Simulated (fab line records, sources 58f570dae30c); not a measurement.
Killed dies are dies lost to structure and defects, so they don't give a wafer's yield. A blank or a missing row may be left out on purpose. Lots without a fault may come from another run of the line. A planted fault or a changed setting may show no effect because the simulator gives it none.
Chamber matching | flow berkeley_cmos170 | UCB170_PWELL_ETCH_14 on rie_diel-01: 4 sister chambers
The step etches Si3N4 in CH3F/Ar/O2, stops on SiO2, target depth 242 nm, time 151 s. 18 wafers are shown with their chamber, then 9 later ones without.

WAFERS WITH THEIR CHAMBER
wafer  | chamber | drypump_motor_current_A (A) | throttle_valve_pct (%) | oes_product_au (a.u.)
L078.2 | 1       | 5.2                         | 7.86                   | 0.941
L078.5 | 0       | 6.2                         | 7.92                   | 0.939
L078.6 | 3       | 6.2                         | 8.11                   | 0.959
L080.1 | 2       | 5.4                         | 8.28                   | 0.943
L080.5 | 1       | 5.2                         | 7.88                   | 0.953
L080.6 | 2       | 5.4                         | 8.28                   | 0.937
L082.2 | 3       | 6.2                         | 8.08                   | 0.951
L082.3 | 1       | 5.2                         | 7.89                   | 0.943
L082.4 | 0       | 6.2                         | 7.94                   | 0.935
L084.3 | 3       | 6.2                         | 8.10                   | 0.955
L084.5 | 3       | 6.2                         | 8.09                   | 0.957
L084.6 | 0       | 6.1                         | 7.94                   | 0.950
L086.2 | 0       | 6.2                         | 7.91                   | 0.950
L086.5 | 1       | 5.2                         | 7.86                   | 0.955
L086.6 | 2       | 5.4                         | 8.26                   | 0.946
L088.3 | 3       | 6.2                         | 8.08                   | 0.958
L088.4 | 1       | 5.2                         | 7.88                   | 0.950
L088.5 | 1       | 5.2                         | 7.88                   | 0.930

SIGNATURES (means of the wafers above)
reading                 | chamber 0 | chamber 1 | chamber 2 | chamber 3 | scatter within a chamber
drypump_motor_current_A | 6.175     | 5.200     | 5.400     | 6.200     | 0.0231
throttle_valve_pct      | 7.9275    | 7.8750    | 8.2733    | 8.0920    | 0.013
oes_product_au          | 0.94350   | 0.94533   | 0.94200   | 0.95600   | 0.00703
Rule: a wafer's distance from a chamber is the root of the sum, over the readings, of the square of ((its reading less the chamber's mean) divided by the reading's scatter). The wafer belongs to the nearest chamber; if the next one is less than 2 further off, it can't be placed. The scatter: the root of (the sum of the squares of (reading less its chamber's mean) over the shown wafers, divided by (wafers less chambers)).

WAFERS WITHOUT THEIR CHAMBER
wafer  | drypump_motor_current_A (A) | throttle_valve_pct (%) | oes_product_au (a.u.)
L091.2 | 5.4                         | 8.26                   | 0.924
L091.3 | 6.2                         | 7.92                   | 0.942
L091.5 | 5.2                         | 7.88                   | 0.935
L095.1 | 5.4                         | 8.26                   | 0.938
L095.3 | 6.2                         | 7.92                   | 0.944
L095.4 | 5.2                         | 7.89                   | 0.946
L096.3 | 6.2                         | 7.92                   | 0.943
L096.4 | 5.2                         | 7.88                   | 0.939
L096.5 | 5.2                         | 7.89                   | 0.951

WHICH CHAMBER EACH WENT THROUGH
wafer  | from the rows above | in truth
L091.2 | 2                   | 2
L091.3 | 0                   | 0
L091.5 | 1                   | 1
L095.1 | 2                   | 2
L095.3 | 0                   | 0
L095.4 | 1                   | 1
L096.3 | 0                   | 0
L096.4 | 1                   | 1
L096.5 | 1                   | 1
Placed correctly: 9 of 9. Can't be placed from these rows: 0. Placed wrongly: 0.
